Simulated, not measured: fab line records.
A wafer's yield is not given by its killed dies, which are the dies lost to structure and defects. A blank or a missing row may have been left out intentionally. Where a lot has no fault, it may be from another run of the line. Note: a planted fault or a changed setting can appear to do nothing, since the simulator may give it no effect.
fab line records | flow berkeley_cmos170
record: lots: 7 wafers: 21 last_day: 13
route steps=331 shown V2@304 M3@309
lots untouched by any fault: they come from a run of this same line in which no faults occurred
start_h: the number of hours between the record's first day and the start of the first shown wafer of the lot | wait_h: hours elapsed since this lot's preceding step | " as in the row above | L1.1+2: a single row standing in for several wafers | - no value present, or no start provided | * or withheld: withheld | < > ~ a bound
route shown NAME@n: NAME is a module with steps in the file, n the number in the route of the first one | usual: the fault-free wafers' mean and standard deviation | same: alike in all rows | chamber/n: place in a boat | sites: per-site readings | _std_site: standard deviation across them | _edge_site: outer sites' mean less inner sites' | radius_mm: for every site, how far away it sits from the centre of the wafer | mask NAME#n: copy n | behind: the last tool/chamber to shape the wafer | hold: why the lot went on hold/how many hours it stayed there/how the hold came to an end | device: the transistor (n, p or np) that didn't switch | end of line: the same wafers' tests at the end of the route | for a step that has no rows: nothing shown but its recipe | killed: at the first sort, the dies lost to defects and structure; wafer yield is something else | map: a wafer's dies, marking killed ones x, the rest . and places with no die _
set.NAME: the setting the step ran with; set.NAME@STEP: the setting that earlier step ran with | model.NAME: the simulator's own value behind a step, which no gauge read
lots seen at some steps along the route; tables by step, rows by wafer
services: the hour from which a tool's chamber was out of use, counted from the record's first day as start_h (under 0 if before that day), plus the number of hours and why
== steps ==
step: UCB170_V2_CD_MEAS_12
recipe: target_cd_nm: 700
usual: cd_nm: 699.9/1.3
columns lot.wafer tool chamber start_h wait_h cd_nm
L245.2 cd_sem-02 - 198.74 - 698.3
L245.3 " - " " 698.4
L245.5 " - " " 697.3
L247.2 cd_sem-02 - 204.13 - 700.8
L247.4 " - " " 701.9
L247.6 " - " " 701.5
L257.2 cd_sem-02 - 249.37 - 693.2
L257.3 " - " " 692.5
L257.4 " - " " 693.2
L260.2 cd_sem-02 - 258.37 - 693.5
L260.3 " - " " 692.8
L260.4 " - " " 693.7
L259.2 cd_sem-02 - 258.91 - 694.6
L259.4 " - " " 695.0
L259.5 " - " " 695.2
L266.4 cd_sem-02 - 298.59 - 701.6
L266.5 " - " " 701.4
L266.6 " - " " 702.3
L267.3 cd_sem-02 - 311.28 - 700.3
L267.4 " - " " 700.3
L267.5 " - " " 700.1
step: UCB170_V2_OVL_MEAS_13
usual: V2_OVL: -5/5.7
columns lot.wafer tool chamber start_h wait_h V2_OVL[nm]
L245.2 overlay-01 - 198.84 0.1 3
L245.3 " - " " -6
L245.5 " - " " -2
L247.2 overlay-02 - 204.24 0.1 -17
L247.4 " - " " -19
L247.6 " - " " -18
L257.2 overlay-02 - 249.47 0.1 -5
L257.3 " - " " -11
L257.4 " - " " -3
L260.2 overlay-01 - 258.48 0.1 0
L260.3 " - " " -2
L260.4 " - " " -4
L259.2 overlay-02 - 259.02 0.1 -4
L259.4 " - " " -6
L259.5 " - " " -9
L266.4 overlay-01 - 298.67 0.1 -4
L266.5 " - " " 4
L266.6 " - " " -3
L267.3 overlay-02 - 311.38 0.1 -17
L267.4 " - " " -12
L267.5 " - " " -14
step: UCB170_V2_ETCH_14
recipe: chemistry: CHF3/CF4/Ar target: SiO2 stop_on: Al CHF3_flow_sccm: 45 cf4_flow_sccm: 15 Ar_flow_sccm: 150 pressure_mtorr: 200 rf_w: 700 target_depth_a: 12500 over_etch_frac: 0.25 time_s: 291
usual: drypump_motor_current_A: 5.66/0.26 oes_product_au: 0.868/0.015 rf_fwd_power_W: 698.4/2.3 throttle_valve_pct: 7.03/0.11
columns lot.wafer tool chamber start_h wait_h drypump_motor_current_A oes_product_au rf_fwd_power_W rf_hours_counter_h throttle_valve_pct
L245.2 rie_diel-04 3 198.87 0.0 5.46 0.847 699.0 4 7.10
L245.3 " 1 " " 5.92 0.864 697.7 1 7.03
L245.5 " 0 " " 5.34 0.853 698.9 - 7.02
L247.2 rie_diel-01 3 204.27 0.0 5.46 0.889 701.2 20 6.74
L247.4 " 1 " " 5.29 0.896 698.5 6 7.19
L247.6 " 1 " " 5.29 0.895 699.4 - 7.18
L257.2 rie_diel-03 2 249.50 0.0 5.35 0.871 699.0 61 7.00
L257.3 " 1 " " 5.87 0.855 695.3 84 6.92
L257.4 " 0 " " 5.81 0.883 697.3 21 7.01
L260.2 rie_diel-01 1 258.51 0.0 5.26 0.894 700.5 9 7.19
L260.3 " 3 " " 5.44 0.898 697.8 23 6.76
L260.4 " 0 " " 5.56 0.876 694.3 8 7.01
L259.2 rie_diel-04 0 259.05 0.0 5.32 0.864 698.6 79 7.00
L259.4 " 3 " " 5.45 0.849 701.1 6 7.11
L259.5 " 2 " " 5.89 0.864 692.7 - 7.07
L266.4 rie_diel-01 3 298.69 0.0 5.44 0.890 698.5 25 6.73
L266.5 " 1 " " 5.31 0.896 696.9 - 7.20
L266.6 " 0 " " 5.55 0.877 698.9 - 7.01
L267.3 rie_diel-04 0 311.40 0.0 5.34 0.867 699.4 82 7.01
L267.4 " 2 " " 5.86 0.869 696.2 26 7.05
L267.5 " 2 " " 5.87 0.862 698.4 - 7.04
step: UCB170_V2_STRIP_15
recipe: chemistry: O2 power_w: 400 pressure_mtorr: 3500 platen_temp_c: withheld o2_flow_sccm: 400 overash_fraction: 0.5
usual: chamber_pressure_mTorr: 3500/3.4 drypump_motor_current_A: 5.81/0.27 o2_flow_sccm: 400.3/1.2 oes_product_au: 0.722/0.0043 strip_time_to_endpoint_s: 15.30/0.12
columns lot.wafer tool chamber start_h wait_h chamber_pressure_mTorr drypump_motor_current_A o2_flow_sccm oes_product_au rf_hours_counter_h strip_time_to_endpoint_s
L245.2 plasma_asher-04 1 199.05 0.1 3500 5.72 398.9 0.721 10 15.49
L245.3 " 1 " " 3505 5.69 397.6 0.724 - 15.37
L245.5 " 1 " " 3502 5.73 399.8 0.717 - 15.08
L247.2 plasma_asher-02 0 204.44 0.1 3502 6.09 400.7 0.725 46 15.40
L247.4 " 0 " " 3498 6.12 399.8 0.723 - 15.38
L247.6 " 0 " " 3499 6.13 401.3 0.722 - 15.31
L257.2 plasma_asher-02 1 249.68 0.1 3493 5.33 400.1 0.733 51 15.21
L257.3 " 0 " " 3505 6.11 402.8 0.723 - 15.12
L257.4 " 1 " " 3499 5.35 399.0 0.725 - 15.22
L260.2 plasma_asher-01 1 258.69 0.1 3502 6.24 401.4 0.719 54 15.28
L260.3 " 0 " " 3497 5.57 400.3 0.720 - 15.30
L260.4 " 1 " " 3504 6.28 398.9 0.722 - 15.28
L259.2 plasma_asher-02 0 259.23 0.1 3509 6.08 400.9 0.723 53 15.10
L259.4 " 1 " " 3498 5.34 400.4 0.722 - 15.45
L259.5 " 0 " " 3500 6.07 400.1 0.718 - 15.26
L266.4 plasma_asher-04 0 298.90 0.1 3501 5.93 401.1 0.718 - 15.26
L266.5 " 1 " " 3499 5.73 401.5 0.727 - 15.25
L266.6 " 0 " " 3501 5.92 399.9 0.719 - 15.27
L267.3 plasma_asher-04 0 311.61 0.1 3501 5.97 399.7 0.725 - 15.26
L267.4 " 1 " " 3502 5.71 400.0 0.721 - 15.31
L267.5 " 0 " " 3496 5.92 400.5 0.727 - 15.34
step: UCB170_V2_CD_MEAS_90
recipe: target_cd_nm: 700
usual: cd_nm: 699.9/1.5
columns lot.wafer tool chamber start_h wait_h cd_nm
L245.2 cd_sem-01 - 199.17 0.1 698.1
L245.3 " - " " 697.1
L245.5 " - " " 697.6
L247.2 cd_sem-01 - 204.56 0.1 700.8
L247.4 " - " " 703.4
L247.6 " - " " 701.3
L257.2 cd_sem-02 - 249.80 0.1 692.8
L257.3 " - " " 693.2
L257.4 " - " " 693.7
L260.2 cd_sem-01 - 258.81 0.1 694.0
L260.3 " - " " 693.9
L260.4 " - " " 692.4
L259.2 cd_sem-01 - 259.34 0.1 695.2
L259.4 " - " " 695.3
L259.5 " - " " 694.7
L266.4 cd_sem-01 - 299.03 0.1 702.7
L266.5 " - " " 701.6
L266.6 " - " " 702.0
L267.3 cd_sem-02 - 311.72 0.1 701.6
L267.4 " - " " 701.4
L267.5 " - " " 701.2
step: UCB170_M3_PRE_CLEAN_00
recipe: gas: Ar preclean_etch_time_s: 60
step: UCB170_M3_SPUTTER_01
recipe: material: Al target_thk_nm: 900 time_s: 120 power_w: 6000 chamber_pressure_pa: 0.5
usual: throttle_valve_pct: 30.5/1.1
columns lot.wafer tool chamber start_h wait_h throttle_valve_pct
L245.2 pvd_sputter-01 - 199.34 0.0 30.8
L245.3 " - " " 29.7
L245.5 " - " " 29.8
L247.2 pvd_sputter-04 - 204.73 0.0 30.5
L247.4 " - " " 31.5
L247.6 " - " " 30.5
L257.2 pvd_sputter-02 - 249.97 0.0 32.5
L257.3 " - " " 29.5
L257.4 " - " " 31.0
L260.2 pvd_sputter-01 - 258.97 0.0 30.7
L260.3 " - " " 31.8
L260.4 " - " " 30.0
L259.2 pvd_sputter-02 - 259.51 0.0 29.7
L259.4 " - " " 29.7
L259.5 " - " " 32.4
L266.4 pvd_sputter-04 - 299.15 0.0 31.1
L266.5 " - " " 30.1
L266.6 " - " " 30.3
L267.3 pvd_sputter-01 - 311.86 0.0 29.8
L267.4 " - " " 31.9
L267.5 " - " " 30.7
step: UCB170_M3_RS_MEAS_02
recipe: thk_meas_gauge: four-point-probe reads: Al_of_M3_SPUTTER_01
usual: M3_AL_RS: 0.0320/0.00037
columns lot.wafer tool chamber start_h wait_h M3_AL_RS[ohm/sq]
L245.2 film_metro-02 - 199.44 0.1 0.0322
L245.3 " - " " 0.0320
L245.5 " - " " 0.0321
L247.2 film_metro-04 - 204.83 0.1 0.0324
L247.4 " - " " 0.0325
L247.6 " - " " 0.0325
L257.2 film_metro-01 - 250.07 0.1 0.0323
L257.3 " - " " 0.0323
L257.4 " - " " 0.0324
L260.2 film_metro-01 - 259.08 0.1 0.0321
L260.3 " - " " 0.0314
L260.4 " - " " 0.0317
L259.2 film_metro-02 - 259.61 0.1 0.0322
L259.4 " - " " 0.0321
L259.5 " - " " 0.0318
L266.4 film_metro-02 - 299.30 0.1 0.0321
L266.5 " - " " 0.0319
L266.6 " - " " 0.0322
L267.3 film_metro-02 - 311.99 0.1 0.0325
L267.4 " - " " 0.0321
L267.5 " - " " 0.0327
step: UCB170_M3_THK_MEAS_03
recipe: thk_meas_gauge: xrf reads: Al_of_M3_SPUTTER_01
usual: M3_AL_THK: 895/12
columns lot.wafer tool chamber start_h wait_h M3_AL_THK[nm]
L245.2 film_metro-02 - 199.55 0.1 886
L245.3 " - " " 893
L245.5 " - " " 885
L247.2 film_metro-04 - 204.94 0.1 885
L247.4 " - " " 888
L247.6 " - " " 883
L257.2 film_metro-01 - 250.18 0.1 887
L257.3 " - " " 892
L257.4 " - " " 883
L260.2 film_metro-01 - 259.19 0.1 891
L260.3 " - " " 911
L260.4 " - " " 903
L259.2 film_metro-02 - 259.72 0.1 886
L259.4 " - " " 893
L259.5 " - " " 900
L266.4 film_metro-02 - 299.39 0.1 891
L266.5 " - " " 898
L266.6 " - " " 885
L267.3 film_metro-02 - 312.09 0.1 877
L267.4 " - " " 890
L267.5 " - " " 873
step: UCB170_M3_HMDS_04
recipe: prime_time_s: 60 prime_temp_c: 100
step: UCB170_M3_COAT_05
recipe: resist: KrF spin_rpm: 1500 resist_thk_nm: 900
step: UCB170_M3_SOFTBAKE_06
recipe: resist: KrF temp_c: 130 time_s: 60
step: UCB170_M3_STRIP_07
recipe: chemistry: O2 power_w: 400 pressure_mtorr: 3500 platen_temp_c: withheld o2_flow_sccm: 400 overash_fraction: 0.5
usual: chamber_pressure_mTorr: 3500/3.2 drypump_motor_current_A: 5.8/0.39 o2_flow_sccm: 399.9/1.2 oes_product_au: 0.734/0.0046 strip_time_to_endpoint_s: 21.96/0.063
columns lot.wafer tool chamber start_h wait_h chamber_pressure_mTorr drypump_motor_current_A o2_flow_sccm oes_product_au rf_hours_counter_h strip_time_to_endpoint_s model.KrF_of_M3_COAT_05.thk_nm
L245.2 plasma_asher-01 0 200.82 0.1 3498 5.6 399.4 0.729 48 21.98 0
L245.3 " 0 " " 3495 5.6 401.8 0.740 - 21.98 0
L245.5 " 0 " " 3499 5.6 400.1 0.739 - 21.94 0
L247.2 plasma_asher-01 0 205.44 0.1 3497 5.6 399.6 0.735 48 21.97 0
L247.4 " 0 " " 3499 5.6 400.0 0.737 - 21.83 0
L247.6 " 1 " " 3501 6.3 399.6 0.735 - 21.83 0
L257.2 plasma_asher-03 0 250.68 0.1 - - - - - - 899.9
L257.3 " 0 " " - - - - - - 898.5
L257.4 " 1 " " - - - - - - 899.5
L260.2 plasma_asher-03 0 259.69 0.1 - - - - - - 900.3
L260.3 " 1 " " - - - - - - 900.2
L260.4 " 0 " " - - - - - - 900.2
L259.2 plasma_asher-01 0 260.22 0.1 - - - - - - 900.7
L259.4 " 0 " " - - - - - - 898.5
L259.5 " 0 " " - - - - - - 901.2
L266.4 plasma_asher-01 0 299.90 0.1 3498 5.6 400.4 0.732 - 21.95 0
L266.5 " 0 " " 3494 5.6 401.0 0.728 - 21.83 0
L266.6 " 1 " " 3500 6.3 401.4 0.740 - 21.95 0
L267.3 plasma_asher-03 0 313.18 0.1 3500 5.2 398.0 0.740 - 21.99 0
L267.4 " 1 " " 3498 5.5 403.2 0.736 - 21.99 0
L267.5 " 0 " " 3502 5.2 396.6 0.735 - 22.05 0
step: UCB170_M3_STRIP_08
recipe: chemistry: DMSO temp_c: 80 time_s: 600 material: KrF
== services ==
columns tool chamber start_h hours kind
pvd_sputter-02 - 182.03 3.1 repair
plasma_asher-02 - 196.50 2.8 pm
rie_diel-01 - 205.63 1.5 repair
pvd_sputter-04 - 206.11 6.7 repair
rie_diel-01 2 224.37 6.6 repair
plasma_asher-01 - 225.93 0.7 repair
rie_diel-03 2 232.11 8.2 repair
rie_diel-03 - 257.98 1.7 repair
rie_diel-03 - 263.20 0.2 repair
rie_diel-01 - 278.85 2.8 pm
rie_diel-01 - 285.94 0.3 repair
rie_diel-03 0 289.86 19.0 repair
== key ==
first_sign: step: UCB170_M3_STRIP_07 reading: tool_record direction: missing
effect none on later readings
model_effect: step: UCB170_M3_STRIP_07 value: KrF_of_M3_COAT_05.thk_nm without: 0 struck: 899.9
met_at UCB170_M3_STRIP_07
struck_wafers L257.2,L257.3,L257.4,L259.2,L259.4,L259.5,L260.2,L260.3,L260.4
sort_left_out L260.2,L260.3,L260.4
loop_trim: step: UCB170_V2_EXPOSE_09 setting: dose lots: L257,L259,L260
onset_between 205.44 250.68
fault: kind: skipped_step_whole tool: plasma_asher-01,plasma_asher-03 chamber: - onset_h: 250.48 steps: UCB170_M3_STRIP_07 scope: struck_lots_only
sort_left_out: the simulated sort isn't trusted on such a fault, so these wafers' sort isn't shown, and their yield isn't known
loop_trim: a control loop set the setting to another value than it would have without faults
